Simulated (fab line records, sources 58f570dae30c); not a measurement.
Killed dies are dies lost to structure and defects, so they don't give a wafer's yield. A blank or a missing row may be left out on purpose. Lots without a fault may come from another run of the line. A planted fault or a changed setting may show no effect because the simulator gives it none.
Tool commonality check | flow berkeley_cmos170 | 14 lots, 48 wafers sampled

WHY IT WAS OPENED
At UCB170_SDANNEAL_RS_MEAS_04 the reading PLDD_RS is flagged on 2 of 14 lots. Wafers without a fault read 1033.3 ohm/sq, standard deviation 2.9.
Rule: a lot is flagged when every wafer of it that has a number lies more than 4 standard deviations from that mean, or none has a number. The other lots count as sound.

lot  | measured     | on            | PLDD_RS (ohm/sq), wafer by wafer          | flag
L398 | day 8 00:52  | film_metro-04 | 1032.0 1035.8 1035.5                      |
L399 | day 8 18:32  | film_metro-02 | 1034.8 1035.9 1035.0                      |
L400 | day 8 18:53  | film_metro-01 | 1035.1 1033.4 1033.3                      |
L401 | day 8 19:05  | film_metro-04 | 1034.4 1034.3 1034.6                      |
L402 | day 8 19:22  | film_metro-02 | 1036.7 1032.5 1031.8                      |
L404 | day 9 23:53  | film_metro-02 | 1037.8 1036.8 1037.3                      |
L406 | day 9 23:59  | film_metro-04 | 1030.3 1030.3 1029.7                      |
L407 | day 10 10:44 | film_metro-02 | 1037.6 1037.3 1034.8                      |
L410 | day 10 22:55 | film_metro-02 | 1030.7 1029.8 1029.0                      |
L411 | day 11 11:48 | film_metro-01 | 1030.4 1033.9 1032.1                      |
L413 | day 12 03:16 | film_metro-02 | 1030.5 1031.9 1033.0                      |
L416 | day 12 11:40 | film_metro-01 | 1034.0 1032.8 1029.3                      |
L420 | day 13 07:08 | film_metro-02 | 1069.8 1069.8 1068.9 1069.1 1066.9 1069.1 | FLAGGED
L421 | day 13 14:50 | film_metro-04 | 1062.6 1062.2 1063.8 1060.5 1061.4 1063.1 | FLAGGED
The numbers of the flagged lots are 1065.6 ohm/sq on average: +32.3 ohm/sq against the usual, or +11 standard deviations.

WHICH TOOL RAN EACH LOT
The record holds 1 process step before the reading, out of a route of 331 steps. In each cell: the tool, then ch and the chambers that the sampled wafers went through, then the start.
lot  | flag    | UCB170_SPACER_ANNEAL_02
L398 |         | furnace-04 ch 0, day 7 16:15
L399 |         | furnace-01 ch 0, day 8 12:44
L400 |         | furnace-01 ch 0, day 8 12:44
L401 |         | furnace-01 ch 0, day 8 12:44
L402 |         | furnace-01 ch 0, day 8 12:44
L404 |         | furnace-04 ch 0, day 9 15:52
L406 |         | furnace-04 ch 0, day 9 15:52
L407 |         | furnace-01 ch 0, day 10 04:15
L410 |         | furnace-04 ch 0, day 10 16:51
L411 |         | furnace-02 ch 0, day 11 05:19
L413 |         | furnace-02 ch 0, day 11 18:51
L416 |         | furnace-04 ch 0, day 12 05:02
L420 | FLAGGED | furnace-02 ch 0, day 13 00:00
L421 | FLAGGED | furnace-02 ch 0, day 13 07:05
What these steps do:
- UCB170_SPACER_ANNEAL_02: time 1800 s.
- UCB170_SDANNEAL_RS_MEAS_04: measures by four-point-probe.

FLAGGED OVER TOTAL, TOOL BY TOOL (the gauges that took the reading come last)
step                       | tool          | lots run | flagged | share of the flagged lots | sound lots run after its first flagged lot
UCB170_SPACER_ANNEAL_02    | furnace-01    | 5        | 0       | none                      | -
UCB170_SPACER_ANNEAL_02    | furnace-02    | 4        | 2       | all                       | 0
UCB170_SPACER_ANNEAL_02    | furnace-04    | 5        | 0       | none                      | -
UCB170_SDANNEAL_RS_MEAS_04 | film_metro-01 | 3        | 0       | none                      | -
UCB170_SDANNEAL_RS_MEAS_04 | film_metro-02 | 7        | 1       | some                      | 0
UCB170_SDANNEAL_RS_MEAS_04 | film_metro-04 | 4        | 1       | some                      | 0

WHAT THE TABLE ALLOWS
1 row of the table ran every flagged lot: furnace-02 at UCB170_SPACER_ANNEAL_02.
- furnace-02 at UCB170_SPACER_ANNEAL_02: 2 of its 4 lots flagged. Its last sound lot is L413 (day 11 18:51), its first flagged lot L420 (day 13 00:00): a fault that began between those two fits.
One tool is left: furnace-02 at UCB170_SPACER_ANNEAL_02.

WHAT THE SIMULATOR HAD PUT IN
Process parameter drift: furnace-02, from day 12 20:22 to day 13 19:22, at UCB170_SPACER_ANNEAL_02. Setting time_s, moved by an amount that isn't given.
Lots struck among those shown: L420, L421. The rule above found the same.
